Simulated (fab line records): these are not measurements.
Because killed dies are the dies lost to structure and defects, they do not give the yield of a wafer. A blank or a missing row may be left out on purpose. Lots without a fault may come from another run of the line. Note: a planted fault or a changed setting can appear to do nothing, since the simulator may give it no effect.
One fault through the eyes of 2 desks | flow berkeleyCmos170 | every desk sees just its own numbers, and what lay behind them comes last

## AT THE TOOL OWNER'S DESK: rieDiel-03
The tool's own readings at UCB170_V1_ETCH_14 (etches SiO2 in CHF3/CF4/Ar, stops on Al, target depth 1250 nm, time 291 s): means of the sampled wafers that have a number, for each lot that ran on this tool. Any lot whose mean is over 4 standard deviations away from the usual mean is out of limits and marked OUT; that distance is given in the brackets.
Columns: A = chamberPressureMTorr at UCB170_V1_ETCH_14, usual 200.00 mTorr; B = drypumpMotorCurrentA at UCB170_V1_ETCH_14, usual 5.6 A; C = oesProductAu at UCB170_V1_ETCH_14, usual 0.871 a.u.; D = throttleValvePct at UCB170_V1_ETCH_14, usual 6.92 %
lot  | first seen here | A      | B   | C                | D
L678 | day 8 14:24     | 199.93 | 5.8 | 0.884            | 6.92
L680 | day 8 23:32     | 199.83 | 5.4 | 0.882            | 6.83
L682 | day 9 09:28     | 199.98 | 5.8 | 0.877            | 6.96
L684 | day 10 12:52    | 200.14 | 5.6 | 0.733 (-9.8) OUT | 6.84
L687 | day 10 13:25    | 199.91 | 6.1 | 0.749 (-8.7) OUT | 7.05
This desk's finding: out of limits on L684, L687; first on L684, day 10 12:52 (oesProductAu at UCB170_V1_ETCH_14). Within limits: L678, L680, L682.

## METROLOGY DESK
What the gauges read, lot by lot, whatever tool the lot ran on: means of the sampled wafers that have a number. Any lot whose mean is over 4 standard deviations away from the usual mean is out of limits and marked OUT; that distance is given in the brackets.
Columns: A = cdNm at UCB170_NSD_CD_MEAS_06, usual 1200.0 nm; B = V2_POLISHED_THK at UCB170_V2_THK_MEAS_04, usual 1000.0 nm
lot  | first seen here | A      | B
L678 | day 8 00:35     | 1196.8 | 1002.3
L679 | day 8 02:52     | 1200.7 | 997.9
L681 | day 8 10:11     | 1199.6 | 999.4
L680 | day 8 10:25     | 1197.8 | 1001.0
L682 | day 8 18:23     | 1201.9 | 1001.3
L684 | day 9 19:43     | 1200.6 | -
L687 | day 9 20:08     | 1201.7 | -
L692 | day 11 01:04    | 1203.0 | 999.7
L691 | day 11 01:23    | 1198.9 | 1000.5
L695 | day 11 12:56    | 1198.4 | 1001.1
L697 | day 12 16:38    | 1202.0 | 1001.0
L699 | day 13 03:08    | 1199.7 | 999.6
L700 | day 13 03:25    | 1200.1 | 1000.6
L701 | day 13 10:34    | 1200.5 | 999.3
Result from this desk: across the 14 lots, nothing is out of limits.

## TAKEN TOGETHER
The tool owner's desk had the chance to raise an alarm at day 10 12:52 on L684, L687.
The metrology desk saw nothing out of limits.
The metrology desk holds a record of L684, L687, inside its limits.
All the named lots went through UCB170_V1_ETCH_14 on rieDiel-03.

## WHAT THE SIMULATOR HAD PUT IN
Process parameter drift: rieDiel-03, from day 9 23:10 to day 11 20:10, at UCB170_V1_ETCH_14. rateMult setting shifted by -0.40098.
Shown lots that were struck: L684, L687.
Each desk's first reading out of limits, in hours after the fault started: the tool owner's desk, 14.
